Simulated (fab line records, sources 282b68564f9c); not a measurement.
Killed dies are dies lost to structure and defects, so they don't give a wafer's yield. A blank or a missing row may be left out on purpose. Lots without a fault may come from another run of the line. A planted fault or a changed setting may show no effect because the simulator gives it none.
fab line records | flow rit_cmos
record lots=14 wafers=42 last_day=7
route steps=202 shown M1@196
lots that met no fault: from a run of the same line without faults
start_h: hours from the record's first day to the start of the lot's first wafer shown | wait_h: hours since the lot's step before | " the same as in the row above | L1.1+2: a row that stands for several wafers | - no value, or no start given | * or withheld: withheld | < > ~ a bound
route shown NAME@n: a module of which the file shows steps, and the number in the route of the first | usual: mean/standard deviation of fault-free wafers | same: alike in all rows | chamber/n: place in a boat | sites: the reading at each site | _std_site: their standard deviation | _edge_site: outer sites' mean less inner sites' | radius_mm: how far each site lies from the wafer's centre | mask NAME#n: copy n | behind: the tool/chamber that last shaped the wafer | hold: why the lot was held/for how many hours/how that ended | device: the transistor (n, p or np) that didn't switch | end of line: the same wafers' tests at the end of the route | a step without rows: its recipe alone | killed: dies lost to structure and defects at the first sort, not the wafer's yield | map: a wafer's dies, x killed, . not, _ none there
set.NAME: the setting as run; set.NAME@STEP: as run at that earlier step | model.NAME: the simulator's own value behind a step, which no gauge read
steps of the route over a sample of lots; a table a step, a row a wafer
services: from which hour (start_h, from the record's first day; less than 0 if before it) a tool's chamber was out of use, for how many hours, and why
## steps
# step RIT_M1_METAL_ETCH_12
# recipe stop_on=SiO2 chemistry=Cl2/BCl3 target=Al time_s=165 over_etch_frac=0.5 pressure_mtorr=103.9 target_depth_a=6000 rf_w=250 Cl2_flow_sccm=60 bcl3_flow_sccm=50
# usual chamber_pressure_mTorr=103.89/0.1 drypump_motor_current_A=5.6/0.56 oes_product_au=0.764/0.0084 run_length_s=193.68/0.28 throttle_valve_pct=8.05/0.052
# columns lot.wafer tool chamber start_h wait_h chamber_pressure_mTorr drypump_motor_current_A oes_product_au rf_hours_counter_h run_length_s throttle_valve_pct
L701.1 rie_metal-04 1 60.02 0.2 103.90 5.5 0.752 4 193.54 8.06
L701.2 " 0 " " 103.83 5.3 0.747 4 193.68 8.07
L701.5 " 0 " " 103.87 5.4 0.747 - 193.50 8.07
L703.1 rie_metal-02 1 66.90 0.2 103.86 5.3 0.765 2 193.82 8.03
L703.2 " 0 " " 103.97 4.9 0.766 2 193.59 8.08
L703.6 " 0 " " 103.83 4.9 0.768 - 193.66 8.06
L705.1 rie_metal-01 1 76.63 0.2 103.94 6.4 0.784 33 194.03 7.93
L705.4 " 0 " " 103.64 6.4 0.773 - 193.74 8.10
L705.5 " 1 " " 103.81 6.4 0.767 - 193.65 7.92
L706.1 rie_metal-02 0 82.75 0.2 103.94 4.9 0.769 3 193.37 8.07
L706.2 " 1 " " 103.84 5.3 0.773 3 193.78 8.02
L706.5 " 1 " " 103.97 5.3 0.768 - 193.83 8.04
L707.2 rie_metal-04 0 92.28 0.2 103.93 5.3 0.758 4 194.08 8.06
L707.3 " 0 " " 104.06 5.4 0.762 - 193.87 8.07
L707.6 " 0 " " 104.00 5.3 0.761 - 193.41 8.06
L708.1 rie_metal-01 0 96.16 0.2 103.90 6.4 0.769 38 193.38 8.10
L708.2 " 1 " " 104.06 6.4 0.769 33 193.61 7.93
L708.5 " 0 " " 103.98 6.4 0.761 - 193.54 8.10
L709.2 rie_metal-02 0 96.45 0.2 103.99 4.9 0.772 3 193.84 8.07
L709.3 " 0 " " 103.90 4.9 0.770 - 193.76 8.08
L709.5 " 1 " " 103.92 5.3 0.761 - 193.99 8.04
L711.1 rie_metal-01 1 110.60 0.2 103.83 6.5 0.776 33 193.49 7.93
L711.4 " 0 " " 103.93 6.4 0.778 - 193.72 8.11
L711.6 " 0 " " 103.86 6.4 0.772 - 193.72 8.08
L713.4 rie_metal-04 1 118.83 0.1 103.76 5.4 0.754 - 193.71 8.05
L713.5 " 1 " " 103.96 5.4 0.760 - 193.85 8.05
L713.6 " 0 " " 103.98 5.3 0.756 - 193.82 8.06
L714.1 rie_metal-01 0 126.65 0.2 103.89 6.4 0.762 38 193.59 8.11
L714.4 " 0 " " 103.81 6.4 0.756 - 193.50 8.11
L714.6 " 0 " " 103.91 6.4 0.769 - 193.56 8.10
L716.1 rie_metal-04 1 132.20 0.2 103.69 5.5 0.757 5 193.61 8.03
L716.5 " 1 " " 103.91 5.4 0.746 - 193.30 8.06
L716.6 " 0 " " 103.89 5.4 0.765 - 193.46 8.06
L720.2 rie_metal-02 0 152.03 0.2 103.89 4.9 0.986 3 152.28 8.05
L720.3 " 0 " " 103.82 4.9 0.976 - 152.12 8.04
L720.4 " 1 " " 104.00 5.3 0.765 - 193.81 8.04
L722.1 rie_metal-02 0 172.31 0.2 103.76 4.9 0.979 4 152.04 8.03
L722.4 " 1 " " 103.83 5.3 0.756 - 193.75 8.02
L722.5 " 0 " " 103.74 4.9 0.987 - 152.27 8.04
L724.1 rie_metal-04 1 174.48 0.2 103.94 5.4 0.756 6 193.30 8.06
L724.3 " 0 " " 103.96 5.3 0.761 - 193.42 8.07
L724.4 " 1 " " 103.96 5.5 0.756 - 193.96 8.06
# step RIT_M1_PROBE_99
# usual defect_limited_yield=97.3/1.1 killed_at_contacts=0.1/0.28 killed_at_front_end=7.0/2.9 killed_dies=7.0/2.9 killed_open=3.4/2.1 killed_short=3.6/1.7
# same gross_dies=264 killed_at_M0_to_M3=0 killed_at_M4_up=0 killed_at_back_side=0 killed_at_other=0
# columns lot.wafer tool chamber start_h wait_h defect_limited_yield[%] killed_at_contacts killed_at_front_end killed_dies killed_open killed_short
L705.1 prober-02 - 78.88 0.1 97.0 0 8 8 4 4
L705.4 prober-02 - 79.03 0.2 97.0 0 8 8 4 4
L705.5 prober-02 - 79.08 0.2 97.0 0 8 8 4 4
L706.1 prober-02 - 85.00 0.1 97.7 0 6 6 3 3
L706.2 prober-02 - 85.05 0.1 96.6 0 9 9 4 5
L706.5 prober-02 - 85.20 0.2 97.7 0 6 6 5 1
L707.2 prober-01 - 94.59 0.1 95.8 0 11 11 6 5
L707.3 prober-01 - 94.64 0.2 96.2 0 10 10 5 5
L707.6 prober-01 - 94.79 0.2 97.0 0 8 8 3 5
L711.1 prober-01 - 112.85 0.1 99.6 0 1 1 0 1
L711.4 prober-01 - 113.00 0.2 97.0 0 8 8 5 3
L711.6 prober-01 - 113.10 0.2 96.2 0 10 10 8 2
L714.1 prober-02 - 128.92 0.1 98.9 0 3 3 1 2
L714.4 prober-02 - 129.07 0.2 95.8 1 10 11 6 5
L714.6 prober-02 - 129.17 0.2 98.9 0 3 3 0 3
L720.2 prober-01 - 155.59 0.1 97.0 0 8 8 5 3
L724.1 prober-01 - 176.73 0.1 97.7 0 6 6 4 2
L724.3 prober-01 - 176.83 0.2 97.3 0 7 7 3 4
L724.4 prober-01 - 176.88 0.2 97.3 1 6 7 2 5
# killed by level:class
L705.1 GATE:geometric_particle:short=3 FOX1:geometric_particle:open=1 FOX2:geometric_particle:open=1 GATE:geometric_particle:open=1 REOX:geometric_particle:open=1 SPACER:geometric_particle:short=1
L705.4 FOX2:geometric_particle:open=2 FOX1:geometric_particle:short=1 GATE:geometric_particle:open=1 GATE:geometric_particle:short=1 SPACER:geometric_particle:short=1 SILICIDE:geometric_particle:open=1 SILICIDE:geometric_particle:short=1
L705.5 REOX:geometric_particle:short=2 FOX1:geometric_particle:open=1 GATE:geometric_particle:short=1 GATE:geometric_particle:open=1 REOX:geometric_particle:open=1 SILICIDE:geometric_particle:short=1 SILICIDE:geometric_particle:open=1
L706.1 FOX1:geometric_particle:open=1 FOX1:geometric_particle:short=1 GATE:geometric_particle:open=1 REOX:geometric_particle:short=1 SPACER:geometric_particle:open=1 SPACER:geometric_particle:short=1
L706.2 GATE:geometric_particle:short=2 SPACER:geometric_particle:short=2 SPACER:geometric_particle:open=2 FOX1:geometric_particle:open=1 GATE:geometric_particle:open=1 REOX:geometric_particle:short=1
L706.5 SPACER:geometric_particle:open=2 FOX1:geometric_particle:open=1 FOX2:geometric_particle:open=1 GATE:geometric_particle:open=1 SILICIDE:geometric_particle:short=1
L707.2 GATE:geometric_particle:open=4 GATE:geometric_particle:short=4 FOX1:geometric_particle:short=1 SPACER:geometric_particle:open=1 SILICIDE:geometric_particle:open=1
L707.3 GATE:geometric_particle:open=5 GATE:geometric_particle:short=3 REOX:geometric_particle:short=1 SPACER:geometric_particle:short=1
L707.6 FOX1:geometric_particle:open=2 GATE:geometric_particle:short=2 FOX1:geometric_particle:short=1 GATE:geometric_particle:open=1 SPACER:geometric_particle:short=1 SILICIDE:geometric_particle:short=1
L711.1 REOX:geometric_particle:short=1
L711.4 FOX2:geometric_particle:open=2 GATE:geometric_particle:open=2 GATE:geometric_particle:short=2 SPACER:geometric_particle:short=1 SPACER:geometric_particle:open=1
L711.6 GATE:geometric_particle:open=5 REOX:geometric_particle:open=2 FOX1:geometric_particle:short=1 GATE:geometric_particle:short=1 SILICIDE:geometric_particle:open=1
L714.1 GATE:geometric_particle:open=1 GATE:geometric_particle:short=1 REOX:geometric_particle:short=1
L714.4 SPACER:geometric_particle:open=2 SILICIDE:geometric_particle:short=2 FOX2:geometric_particle:short=1 GATE:geometric_particle:short=1 GATE:geometric_particle:open=1 REOX:geometric_particle:open=1 REOX:geometric_particle:short=1 SILICIDE:geometric_particle:open=1
L714.6 SILICIDE:geometric_particle:short=2 REOX:geometric_particle:short=1
L720.2 FOX1:geometric_particle:open=2 FOX2:geometric_particle:open=1 GATE:geometric_particle:short=1 REOX:geometric_particle:short=1 REOX:geometric_particle:open=1 SPACER:geometric_particle:open=1 SILICIDE:geometric_particle:short=1
L724.1 GATE:geometric_particle:open=3 GATE:geometric_particle:short=1 SPACER:geometric_particle:short=1 SILICIDE:geometric_particle:open=1
L724.3 SILICIDE:geometric_particle:open=2 GATE:geometric_particle:open=1 GATE:geometric_particle:short=1 REOX:geometric_particle:short=1 SPACER:geometric_particle:short=1 SILICIDE:geometric_particle:short=1
L724.4 GATE:geometric_particle:short=2 FOX1:geometric_particle:short=1 FOX2:geometric_particle:short=1 SILICIDE:geometric_particle:open=1 SPACER:geometric_particle:short=1 CONTACT:geometric_particle:open=1
## services
# columns tool chamber start_h hours kind
rie_metal-01 1 77.37 4.8 repair
rie_metal-01 - 85.28 2.8 pm
rie_metal-01 - 136.12 20.0 pm
rie_metal-01 0 136.12 20.0 vent_cycle
rie_metal-01 1 136.12 20.0 vent_cycle
rie_metal-01 0 156.12 - clean
rie_metal-01 1 156.12 - clean
rie_metal-02 - 170.45 0.9 repair
rie_metal-01 1 173.01 4.3 repair
## key
first_sign step=RIT_M1_METAL_ETCH_12 reading=run_length_s direction=down sigmas=99+ usual=* struck=*
effect step=RIT_M1_METAL_ETCH_12 reading=oes_product_au direction=up sigmas=26 usual=0.764 struck=0.982
met_at RIT_M1_METAL_ETCH_12
struck_lots L720,L722
struck_wafers L720.2,L720.3,L722.1,L722.5
onset_between 96.45 152.03
fault kind=process_parameter_drift tool=rie_metal-02 chamber=0 onset_h=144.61 steps=RIT_M1_METAL_ETCH_12 channel=time_s offset=* shape=step end_h=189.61 stated=*
